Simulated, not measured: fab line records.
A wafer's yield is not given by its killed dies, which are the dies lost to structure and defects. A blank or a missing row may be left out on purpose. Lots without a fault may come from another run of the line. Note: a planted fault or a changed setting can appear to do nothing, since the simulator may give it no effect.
Comparing a struck lot with a sound one / flow berkeleyCmos170 / 21 out of 331 route steps
Sound: the wafers L322.1, L322.3, L322.4. Struck: wafers L327.2, L327.5, L327.6. The cause comes at the end.
At each step with rows: each side's tool, then ch and its chambers, then its first start. Under that, the readings that differ: sound wafers / struck wafers / difference of the means / sigmas: that difference in standard deviations of wafers without a fault.
alike: readings whose means differ by less than 2 such deviations, and words and numbers that are the same on both sides. not compared: withheld readings, readings that some wafer has no value for, bounds like >300 that may hide the same value, and numbers for which the record gives no deviation and whose values overlap.
The two part at a step that has a row with sigmas, a row that says differs or no value, or rows on one side only. Numbers that don't overlap but have no deviation are shown without sigmas and don't part them. A reading that every wafer of one side lacks parts them only if that side has two wafers or more.

first, 5 steps without rows for these wafers: UCB170_NWELL_WET_ETCH_18 (etches Si3N4 in H3PO4, time 14400 s); UCB170_NWELL_WET_ETCH_19 (etches SiO2 in BOE, time 22 s); UCB170_PWELL_CLEAN_00 (cleans in SPM, time 600 s); UCB170_PWELL_CLEAN_01 (cleans in dHF, time 60 s); UCB170_PWELL_OXIDATION_02 (target thk 26.4 nm, ox time 1260 s).
UCB170_PWELL_THK_MEAS_03:
  sound on filmMetro-03, day 3 05:59; struck on filmMetro-04, day 4 09:32
  alike: PWELL_OXIDE_THK
then, 2 steps without rows for these wafers: UCB170_PWELL_ANNEAL_04 (time 900 s); UCB170_PWELL_CVD_05 (deposits Si3N4 from SiH2Cl2/NH3, target thk 220 nm, time 3300 s).
UCB170_PWELL_THK_MEAS_06:
  sound on filmMetro-01, day 3 12:56; struck on filmMetro-03, day 4 14:12
  alike: PWELL_NITRIDE_THK
then, 3 steps without rows for these wafers: UCB170_PWELL_HMDS_07 (prime time 60 s); UCB170_PWELL_COAT_08 (resist thk 900 nm); UCB170_PWELL_SOFTBAKE_09 (time 60 s).
UCB170_PWELL_EXPOSE_10: exposes mask PWELL, target cd 3000 nm.
  sound on krfScanner-01 ch 0, day 3 13:27; struck on krfScanner-02 ch 0, day 4 15:23
reading=mask; sound=PWELL#0 PWELL#0 PWELL#0; struck=NWELL#0 NWELL#0 NWELL#0; difference=differs; sigmas=
  alike: stageVelMmS
then, 2 steps without rows for these wafers: UCB170_PWELL_PEB_11; UCB170_PWELL_DEVELOP_12 (develop time 45 s).
UCB170_PWELL_OVL_MEAS_13:
  sound on overlay-02, day 3 13:50; struck on overlay-01, day 4 15:55
reading=PWELL_OVL (nm); sound=4 1 0; struck=- - -; difference=no value on the struck wafers; sigmas=
UCB170_PWELL_ETCH_14: etches Si3N4 in CH3F/Ar/O2, stops on SiO2, target depth 242 nm, time 151 s.
  sound on rieDiel-02 ch 0,1, day 3 13:53; struck on rieDiel-01 ch 0,2,3, day 4 15:57
  alike: O2_flow_sccm, drypumpMotorCurrentA, oesProductAu, rfFwdPowerW, throttleValvePct
  not compared: rfHoursCounterH
following that, these wafers have no rows for 1 step: UCB170_PWELL_IMPLANT_15.
UCB170_PWELL_STRIP_16: strips in O2.
  sound on plasmaAsher-03 ch 0,1, day 3 14:08; struck on plasmaAsher-03 ch 0,1, day 4 16:12
  alike: drypumpMotorCurrentA, oesProductAu, stripTimeToEndpointS
  not compared: rfHoursCounterH
UCB170_PWELL_TW_MEAS_17:
  sound on filmMetro-04, day 3 14:14; struck on filmMetro-04, day 4 16:32
reading=PWELL_TW; sound=379 378 378; struck=30 30 30; difference=-348; sigmas=-94
  not compared: hold
following that, these wafers have no rows for 1 step: UCB170_M3_PROBE_99.

== WHERE THEY PART ==
First at UCB170_PWELL_EXPOSE_10; last, within this record, at UCB170_PWELL_TW_MEAS_17.

WHY: what the simulator had put in
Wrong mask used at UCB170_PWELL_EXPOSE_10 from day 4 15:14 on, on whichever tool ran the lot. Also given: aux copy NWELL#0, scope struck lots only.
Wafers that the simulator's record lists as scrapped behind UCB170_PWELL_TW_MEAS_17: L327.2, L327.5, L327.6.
